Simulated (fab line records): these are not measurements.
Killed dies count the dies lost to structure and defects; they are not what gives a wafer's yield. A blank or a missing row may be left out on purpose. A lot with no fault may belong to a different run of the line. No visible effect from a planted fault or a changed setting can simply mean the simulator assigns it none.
Which tool did it? | flow berkeleyCmos170 | 42 wafers from 14 lots sampled at 5 of the route's 331 steps

## WHAT THE GAUGES SHOWED, per wafer
UCB170_NSD_OVL_MEAS_07. Usual: NSD_OVL gives -2 nm (standard deviation 5.3).
lot  | measured     | on         | NSD_OVL (nm) | flag
L520 | day 7 18:24  | overlay-01 | 2 0 -6       | 
L522 | day 8 10:07  | overlay-01 | 0 -7 -5      | 
L525 | day 8 18:59  | overlay-01 | -5 1 -2      | 
L523 | day 8 19:13  | overlay-02 | -2 -7 -10    | 
L524 | day 8 19:20  | overlay-01 | 0 2 -6       | 
L526 | day 9 19:14  | overlay-01 | -7 -5 -5     | 
L530 | day 10 14:56 | overlay-02 | -6 -2 -7     | 
L528 | day 10 15:04 | overlay-02 | -10 -1 1     | 
L529 | day 10 15:13 | overlay-01 | 11 3 4       | 
L532 | day 10 15:19 | overlay-02 | -1 -2 -4     | 
L535 | day 10 15:29 | overlay-01 | -8 1 -7      | 
L538 | day 11 12:03 | overlay-02 | -7 3 -4      | 
L537 | day 11 12:47 | overlay-01 | 11 2 7       | 
L540 | day 12 05:02 | overlay-02 | 6 0 8        | 

UCB170_SILICIDE_RS_MEAS_02: measures by four-point-probe. Usual: SILICIDE_TI_RS gives 26.1 ohm/sq (standard deviation 0.34).
lot  | measured     | on           | SILICIDE_TI_RS (ohm/sq) | flag
L520 | day 7 20:34  | filmMetro-01 | 25.9 25.9 26.0          | 
L522 | day 8 12:08  | filmMetro-04 | 25.8 25.5 26.0          | 
L525 | day 8 20:58  | filmMetro-01 | 25.7 25.8 25.8          | 
L523 | day 8 21:10  | filmMetro-04 | 26.3 26.7 26.1          | 
L524 | day 8 21:21  | filmMetro-03 | 26.3 26.3 26.2          | 
L526 | day 9 21:20  | filmMetro-03 | 26.4 26.3 26.6          | 
L530 | day 10 17:00 | filmMetro-01 | 26.5 26.3 26.2          | 
L528 | day 10 17:18 | filmMetro-01 | 26.5 26.5 26.4          | 
L529 | day 10 17:54 | filmMetro-01 | 26.0 26.0 26.2          | 
L532 | day 10 17:58 | filmMetro-03 | 26.5 26.7 26.4          | 
L535 | day 10 18:22 | filmMetro-01 | 25.7 25.8 26.0          | 
L538 | day 11 15:06 | filmMetro-01 | 25.8 25.7 26.1          | 
L537 | day 11 15:47 | filmMetro-04 | 25.8 25.5 25.8          | 
L540 | day 12 07:01 | filmMetro-01 | 25.7 25.5 25.3          | 

UCB170_M1_CD_MEAS_90 targets a cd of 700 nm. Usual: cdNm reads 698.4 nm (standard deviation 2.7).
lot  | measured     | on       | cdNm (nm)         | flag
L520 | day 8 04:59  | cdSem-02 | 696.7 696.2 698.7 | 
L522 | day 8 19:11  | cdSem-02 | 695.7 700.4 701.6 | 
L525 | day 9 03:10  | cdSem-02 | 699.8 697.4 698.0 | 
L523 | day 9 03:51  | cdSem-01 | 699.8 697.3 701.1 | 
L524 | day 9 06:37  | cdSem-02 | 697.5 697.4 696.0 | 
L526 | day 10 04:23 | cdSem-01 | 696.5 702.6 695.2 | 
L530 | day 11 02:17 | cdSem-02 | 699.7 699.4 697.3 | 
L528 | day 11 02:25 | cdSem-02 | 696.8 698.4 699.3 | 
L529 | day 11 04:05 | cdSem-01 | 697.4 704.7 701.9 | 
L532 | day 11 03:50 | cdSem-01 | 694.8 696.7 697.2 | 
L535 | day 11 04:11 | cdSem-01 | 709.1 710.4 698.2 | 
L538 | day 11 22:45 | cdSem-02 | 692.3 699.4 699.6 | 
L537 | day 11 22:58 | cdSem-01 | 701.5 714.3 701.5 | 
L540 | day 12 16:10 | cdSem-02 | 696.6 700.3 699.0 | 

UCB170_V1_CD_MEAS_12 targets a cd of 700 nm. Usual: cdNm reads 699.9 nm (standard deviation 1.6).
lot  | measured     | on       | cdNm (nm)         | flag
L520 | day 8 10:40  | cdSem-01 | 703.1 701.7 702.3 | 
L522 | day 8 22:27  | cdSem-02 | 700.5 701.7 700.1 | 
L525 | day 9 06:55  | cdSem-01 | 701.3 698.7 700.2 | 
L523 | day 9 09:37  | cdSem-01 | 701.0 699.8 699.8 | 
L524 | day 9 10:53  | cdSem-01 | 701.0 701.9 700.1 | 
L526 | day 10 07:51 | cdSem-02 | 701.7 699.9 698.6 | 
L530 | day 11 08:53 | cdSem-01 | 698.5 699.1 701.0 | 
L528 | day 11 08:46 | cdSem-02 | 698.5 697.6 699.0 | 
L529 | day 11 09:59 | cdSem-01 | 701.8 701.9 703.0 | 
L532 | day 11 09:25 | cdSem-01 | 698.8 697.9 700.3 | 
L535 | day 11 10:17 | cdSem-02 | 700.4             | 
L538 | day 12 04:13 | cdSem-02 | 700.3 700.2 701.4 | 
L537 | day 12 04:33 | cdSem-02 | 698.2 698.1       | 
L540 | day 12 21:10 | cdSem-01 | 698.1 698.8 699.3 | 

## WHICH TOOL RAN EACH LOT (tool, then ch and the chambers of the sampled wafers, then the start)
lot  | UCB170_M1_METAL_ETCH_12
L520 | rieMetal-01 ch 0, day 8 04:38
L522 | rieMetal-03 ch 0,1, day 8 18:52
L525 | rieMetal-04 ch 0,1, day 9 02:56
L523 | rieMetal-01 ch 0, day 9 03:29
L524 | rieMetal-03 ch 0, day 9 06:22
L526 | rieMetal-03 ch 0,1, day 10 04:10
L530 | rieMetal-04 ch 0,1, day 11 01:31
L528 | rieMetal-01 ch 0,1, day 11 02:07
L529 | rieMetal-04 ch 0,1, day 11 03:46
L532 | rieMetal-01 ch 0,1, day 11 03:31
L535 | rieMetal-01 ch 0,1, day 11 03:55
L538 | rieMetal-03 ch 0,1, day 11 22:31
L537 | rieMetal-01 ch 0,1, day 11 22:44
L540 | rieMetal-04 ch 0,1, day 12 15:56
- UCB170_M1_METAL_ETCH_12: etches Al in Cl2/BCl3, stops on PSG, target depth 780 nm, time 130 s.

## WHAT THE TOOLS THEMSELVES READ (means of the sampled wafers that have a number; where no wafer has one, the mark that the record gives instead)
UCB170_M1_METAL_ETCH_12. Usual: drypumpMotorCurrentA 5.8 A, standard deviation 0.33; heBacksideLeakSccm 3.3 sccm, standard deviation 0.34; oesProductAu 0.842 a.u., standard deviation 0.011; runLengthS 158.5 s, standard deviation 1.3; throttleValvePct 24.39 %, standard deviation 0.28.
lot  | tool        | drypumpMotorCurrentA (A) | heBacksideLeakSccm (sccm) | oesProductAu (a.u.) | runLengthS (s) | throttleValvePct (%) | flag
L520 | rieMetal-01 | 5.9                      | 3.2                       | 0.829               | 157.4          | 24.64                | 
L522 | rieMetal-03 | 5.8                      | 3.3                       | 0.848               | 158.3          | 24.60                | 
L525 | rieMetal-04 | 5.9                      | 3.2                       | 0.843               | 158.8          | 24.30                | 
L523 | rieMetal-01 | 5.9                      | 3.2                       | 0.842               | 157.6          | 24.63                | 
L524 | rieMetal-03 | 5.7                      | 3.5                       | 0.847               | 158.9          | 24.64                | 
L526 | rieMetal-03 | 5.8                      | 3.4                       | 0.837               | 158.3          | 24.55                | 
L530 | rieMetal-04 | 6.0                      | 3.2                       | 0.855               | 161.8          | 24.23                | 
L528 | rieMetal-01 | 5.2                      | 3.5                       | 0.843               | 157.6          | 24.09                | 
L529 | rieMetal-04 | 6.0                      | 3.1                       | 0.840               | 161.8          | 24.25                | 
L532 | rieMetal-01 | 5.2                      | 3.7                       | 0.838               | 157.8          | 24.08                | 
L535 | rieMetal-01 | 5.6                      | 3.5                       | 0.937               | 125.3          | 24.31                | OFF
L538 | rieMetal-03 | 5.7                      | 3.3                       | 0.842               | 158.2          | 24.59                | 
L537 | rieMetal-01 | 5.2                      | 3.4                       | 0.891               | 141.3          | 24.06                | OFF
L540 | rieMetal-04 | 6.0                      | 3.2                       | 0.846               | 158.8          | 24.24                | 

## THE ANSWER, worked out from the rows above alone
Rule: lot off if the mean of its wafers having a number is beyond 3 standard deviations from the usual mean. A lot without any number at a reading at which 4 lots or more have one is off too. All remaining lots with rows at the step are treated as sound. The gauges are gone through in route order, then the tools' own readings, and for those a lot's mean is taken as printed above. At the first step where some lot is off, the reading lying furthest off is the one used; lots without a number count as furthest.
Off: L535, L537, at UCB170_M1_METAL_ETCH_12 (runLengthS).
If a tool, at that step or one of the process steps before it, ran each lot that is off and ran no sound lot following the first of them, it fits. One fits: rieMetal-01 at UCB170_M1_METAL_ETCH_12. A fault onset in the window from L532 (day 11 03:31, its last sound lot) to L535 (day 11 03:55, its first lot off) fits.
The tool's own readings at UCB170_M1_METAL_ETCH_12 bear it out: on the lots that are off they differ by more than 5 times the standard deviation of the sound lots' means. oesProductAu reads 0.914 a.u. there against 0.843 a.u. on the sound lots; runLengthS reads 133.3 s there against 158.8 s on the sound lots.

## WHAT THE SIMULATOR HAD INSERTED
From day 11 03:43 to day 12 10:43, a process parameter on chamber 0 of rieMetal-01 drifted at UCB170_M1_METAL_ETCH_12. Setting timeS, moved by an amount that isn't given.
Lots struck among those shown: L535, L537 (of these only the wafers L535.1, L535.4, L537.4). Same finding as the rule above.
